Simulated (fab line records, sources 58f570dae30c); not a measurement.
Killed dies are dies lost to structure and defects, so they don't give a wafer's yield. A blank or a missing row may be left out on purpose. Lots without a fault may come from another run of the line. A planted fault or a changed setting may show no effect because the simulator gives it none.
Which tool did it? | flow berkeley_cmos170 | 7 lots, 21 wafers sampled, at 1 step of a route of 331

WHAT THE GAUGES READ, wafer by wafer
UCB170_START_THK_MEAS_03.
lot  | measured    | on            | START_OXIDE_THK (nm)
L640 | day 2 03:49 | film_metro-02 | 20.0 20.3 20.4
L641 | day 2 12:44 | film_metro-04 | 20.6 20.4 20.3
L644 | day 3 02:07 | film_metro-03 | 20.0 19.7 19.9
L647 | day 3 16:00 | film_metro-03 | 20.0 19.9 20.0
L650 | day 4 07:29 | film_metro-04 | 19.9 20.2 20.3
L652 | day 4 16:20 | film_metro-02 | 19.9 19.7 20.3
L658 | day 6 01:50 | film_metro-03 | 19.9 19.9 19.9

WHICH TOOL RAN EACH LOT (tool, then ch and the chambers of the sampled wafers, then the start)
The record holds no process step before these readings.

THE ANSWER, worked out from the rows above alone
Rule: what is usual is taken from the lots themselves. Put in order of their means at a reading, lots are off if they are a third of the lots or fewer, leave a main group of 4 or more, and stand apart from it by a gap of 3 or more times the standard deviation of the main group's means; of several such gaps the widest counts. A main group whose means are all the same, to the digits that the tables above print for the reading, isn't used. A lot without any number at a reading at which 4 lots or more have one is off too. The other lots that the step has rows for count as sound.
No lot is off at any reading shown: from this, nothing can be told.

WHAT THE SIMULATOR HAD PUT IN
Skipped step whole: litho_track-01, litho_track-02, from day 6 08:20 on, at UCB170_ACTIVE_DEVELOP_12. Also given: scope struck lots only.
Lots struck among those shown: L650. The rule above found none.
